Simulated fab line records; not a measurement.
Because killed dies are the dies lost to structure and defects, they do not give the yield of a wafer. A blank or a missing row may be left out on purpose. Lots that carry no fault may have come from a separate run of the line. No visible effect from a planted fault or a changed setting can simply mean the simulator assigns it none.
2 desks, one fault    flow berkeley_cmos170    numbers are kept per desk, each desk with only its own; the story behind them comes last

## AT THE TOOL OWNER'S DESK: implanter-03
For each lot that ran on this tool, the mean over its sampled wafers that have a number, from the tool's own readings at UCB170_NLDD_IMPLANT_09. A lot is out of limits, marked OUT, if its mean lies more than 4 standard deviations from the usual mean; the brackets give that distance.
Columns: A = beam_energy_keV at UCB170_NLDD_IMPLANT_09, usual 29.998; B = end_station_pressure_torr at UCB170_NLDD_IMPLANT_09, usual 5.09e-06 Torr
lot   first seen here  A                         B
L601  day 7 21:46      29.990                    5.13e-06
L604  day 8 06:12      29.996                    5.12e-06
L610  day 9 07:11      30.000                    5.13e-06
L611  day 9 11:25      29.995                    4.98e-06
L612  day 9 21:45      36.606 (+99 or more) OUT  4.90e-06
L613  day 9 22:20      36.602 (+99 or more) OUT  4.94e-06
Finding of this desk: L612, L613 out of limits; the first was L612 at day 9 21:45, on beam_energy_keV at UCB170_NLDD_IMPLANT_09. L601, L604, L610, L611: within limits.

## AT THE METROLOGY DESK
Means of the sampled wafers that have a number, per lot and without regard to the tool the lot ran on: this is what the gauges read. A lot is out of limits, marked OUT, if its mean lies more than 4 standard deviations from the usual mean; the brackets give that distance.
Columns: A = NLDD_TW at UCB170_NLDD_TW_MEAS_11, usual 2217; B = NLDD_RS at UCB170_SDANNEAL_RS_MEAS_05, usual 616.5 ohm/sq; C = M1_AL_THK at UCB170_M1_THK_MEAS_02, usual 600 nm
lot   first seen here  A                B                C
L596  day 6 22:04      2197             618.4            594
L598  day 6 22:40      2231             615.2            602
L597  day 6 22:58      2199             617.3            603
L603  day 7 21:56      2238             616.8            612
L601  day 7 22:01      2207             616.7            590
L604  day 8 06:26      2198             618.8            595
L609  day 8 19:35      2208             616.4            595
L608  day 8 20:15      2208             616.1            602
L605  day 8 20:48      2214             616.8            601
L607  day 8 21:05      2211             617.8            596
L610  day 9 07:25      2235             615.7            603
L611  day 9 11:40      2200             616.3            596
L612  day 9 22:00      2298 (+4.1) OUT  585.1 (-21) OUT  599
L613  day 9 22:34      2317 (+5.0) OUT  583.7 (-22) OUT  596
Per this desk, out of limits: L612, L613; the first was L612, day 9 22:00 (NLDD_TW at UCB170_NLDD_TW_MEAS_11). L596, L598, L597, L603, L601, L604, L609, L608, L605, L607, L610, L611: within limits.

## PUT TOGETHER
The tool owner's desk had the chance to raise an alarm at day 9 21:45 on L612, L613.
Metrology desk: alarm possible at day 9 22:00 on L612, L613.
UCB170_NLDD_IMPLANT_09 was run on implanter-03 by each of the lots named.

## WHAT HAD BEEN PUT IN BY THE SIMULATOR
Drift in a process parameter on implanter-03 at UCB170_NLDD_IMPLANT_09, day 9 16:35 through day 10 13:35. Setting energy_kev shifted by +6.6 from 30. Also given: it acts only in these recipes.
Struck lots among those shown: L612, L613.
Fault start to first reading out of limits, in hours, per desk: tool owner, 5; metrology, 5.
